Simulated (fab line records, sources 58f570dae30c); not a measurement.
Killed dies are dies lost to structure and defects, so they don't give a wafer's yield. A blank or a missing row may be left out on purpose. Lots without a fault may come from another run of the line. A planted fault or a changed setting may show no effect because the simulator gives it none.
Which tool did it? | flow berkeley_cmos170 | 14 lots, 42 wafers sampled, at 4 steps of a route of 331

WHAT THE GAUGES READ, wafer by wafer
UCB170_V2_BOW_MEAS_03. Usual: V2_BOW 38 um, standard deviation 6.1.
lot  | measured     | on            | V2_BOW (um) | flag
L172 | day 9 00:19  | film_metro-03 | 28 40 33    |
L175 | day 9 09:48  | film_metro-03 | 43 34 42    |
L173 | day 9 12:49  | film_metro-01 | 49 48 43    |
L178 | day 10 02:30 | film_metro-03 | 37 47 40    |
L176 | day 10 05:13 | film_metro-01 | 30 46 29    |
L180 | day 10 12:02 | film_metro-03 | 41 28 37    |
L179 | day 10 13:44 | film_metro-01 | 42 32 42    |
L182 | day 11 02:32 | film_metro-03 | 52 40 41    |
L183 | day 11 02:49 | film_metro-01 | 39 32 45    |
L181 | day 11 03:07 | film_metro-03 | 29 34 36    |
L184 | day 11 13:34 | film_metro-01 | 40 36 37    |
L188 | day 12 14:51 | film_metro-01 | 32 37 43    |
L192 | day 13 10:33 | film_metro-01 | 35 39 31    |
L193 | day 14 00:16 | film_metro-01 | 37 38 49    |

UCB170_M3_CD_MEAS_90: target cd 700 nm. Usual: cd_nm 698 nm, standard deviation 3.6.
lot  | measured     | on        | cd_nm (nm)  | flag
L172 | day 9 04:32  | cd_sem-02 | 701 703 703 |
L175 | day 9 14:09  | cd_sem-02 | 694 691 695 |
L173 | day 9 18:44  | cd_sem-02 | 701 699 702 |
L178 | day 10 08:04 | cd_sem-01 | 698 703 701 |
L176 | day 10 11:07 | cd_sem-02 | 697 696 700 |
L180 | day 10 16:19 | cd_sem-01 | 697 699 695 |
L179 | day 10 18:35 | cd_sem-01 | 695 699 695 |
L182 | day 11 07:10 | cd_sem-02 | 697 694 693 |
L183 | day 11 07:35 | cd_sem-02 | 698 694 697 |
L181 | day 11 08:02 | cd_sem-02 | 699 696 697 |
L184 | day 11 18:19 | cd_sem-02 | 700 699 698 |
L188 | day 12 20:46 | cd_sem-02 | 696 690 694 |
L192 | day 13 15:29 | cd_sem-01 | 695 691 696 |
L193 | day 14 07:35 | cd_sem-01 | 700 696 698 |

UCB170_M3_BOW_MEAS_20. Usual: M3_BOW 37 um, standard deviation 6.1.
lot  | measured     | on            | M3_BOW (um) | flag
L172 | day 9 04:39  | film_metro-02 | 27 37 30    |
L175 | day 9 14:16  | film_metro-03 | 41 33 40    |
L173 | day 9 18:51  | film_metro-04 | 48 48 43    |
L178 | day 10 08:11 | film_metro-04 | 36 45 40    |
L176 | day 10 11:14 | film_metro-04 | 29 45 28    |
L180 | day 10 16:26 | film_metro-04 | 40 28 37    |
L179 | day 10 18:43 | film_metro-04 | 41 31 41    |
L182 | day 11 07:17 | film_metro-03 | 51 39 40    |
L183 | day 11 07:42 | film_metro-02 | 37 30 43    |
L181 | day 11 08:10 | film_metro-03 | 27 33 36    |
L184 | day 11 18:26 | film_metro-04 | 40 35 37    |
L188 | day 12 20:53 | film_metro-03 | 30 36 43    |
L192 | day 13 15:37 | film_metro-04 | 34 38 31    |
L193 | day 14 07:43 | film_metro-03 | 36 37 48    |

WHICH TOOL RAN EACH LOT (tool, then ch and the chambers of the sampled wafers, then the start)
lot  | UCB170_M3_METAL_ETCH_18
L172 | rie_metal-04 ch 0,1, day 9 04:14
L175 | rie_metal-01 ch 0,1, day 9 13:51
L173 | rie_metal-04 ch 0,1, day 9 18:17
L178 | rie_metal-03 ch 0,1, day 10 07:47
L176 | rie_metal-01 ch 0,1, day 10 10:49
L180 | rie_metal-04 ch 0,1, day 10 16:01
L179 | rie_metal-03 ch 0,1, day 10 18:20
L182 | rie_metal-04 ch 0,1, day 11 06:52
L183 | rie_metal-03 ch 0, day 11 07:16
L181 | rie_metal-01 ch 0, day 11 07:46
L184 | rie_metal-03 ch 0,1, day 11 18:00
L188 | rie_metal-01 ch 0,1, day 12 20:29
L192 | rie_metal-01 ch 0,1, day 13 15:11
L193 | rie_metal-01 ch 0,1, day 14 07:18
- UCB170_M3_METAL_ETCH_18: etches Al in Cl2/BCl3, stops on SiO2, target depth 1170 nm, time 195 s.

WHAT THE TOOLS THEMSELVES READ (means of the sampled wafers that have a number; where no wafer has one, the mark that the record gives instead)
UCB170_M3_METAL_ETCH_18. Usual: drypump_motor_current_A 5.4 A, standard deviation 0.38; oes_product_au 0.854 a.u., standard deviation 0.014; throttle_valve_pct 24.35 %, standard deviation 0.23.
lot  | tool         | drypump_motor_current_A (A) | oes_product_au (a.u.) | throttle_valve_pct (%) | flag
L172 | rie_metal-04 | 5.4                         | 0.872                 | 24.29                  |
L175 | rie_metal-01 | 5.0                         | 0.835                 | 24.40                  |
L173 | rie_metal-04 | 5.3                         | 0.866                 | 24.29                  |
L178 | rie_metal-03 | 5.9                         | 0.868                 | 24.23                  |
L176 | rie_metal-01 | 4.9                         | 0.832                 | 24.39                  |
L180 | rie_metal-04 | 5.4                         | 0.858                 | 24.29                  |
L179 | rie_metal-03 | 5.7                         | 0.858                 | 24.26                  |
L182 | rie_metal-04 | 5.4                         | 0.870                 | 24.29                  |
L183 | rie_metal-03 | 5.6                         | 0.858                 | 24.28                  |
L181 | rie_metal-01 | 4.8                         | 0.839                 | 24.16                  |
L184 | rie_metal-03 | 5.9                         | 0.847                 | 24.24                  |
L188 | rie_metal-01 | 5.2                         | 0.847                 | 24.62                  |
L192 | rie_metal-01 | 5.0                         | 0.832                 | 24.40                  |
L193 | rie_metal-01 | 5.0                         | 0.846                 | 24.39                  |

THE ANSWER, worked out from the rows above alone
Rule: a lot is off if the mean of its wafers that have a number lies more than 3 standard deviations from the usual mean. A lot without any number at a reading at which 4 lots or more have one is off too. The other lots that the step has rows for count as sound. The gauges are gone through in route order, then the tools' own readings, and for those a lot's mean is taken as printed above. The first step at which some lot is off is used, and at that step the reading that is off furthest; a lot without a number counts as furthest.
No lot is off at any reading shown: from this, nothing can be told.

WHAT THE SIMULATOR HAD PUT IN
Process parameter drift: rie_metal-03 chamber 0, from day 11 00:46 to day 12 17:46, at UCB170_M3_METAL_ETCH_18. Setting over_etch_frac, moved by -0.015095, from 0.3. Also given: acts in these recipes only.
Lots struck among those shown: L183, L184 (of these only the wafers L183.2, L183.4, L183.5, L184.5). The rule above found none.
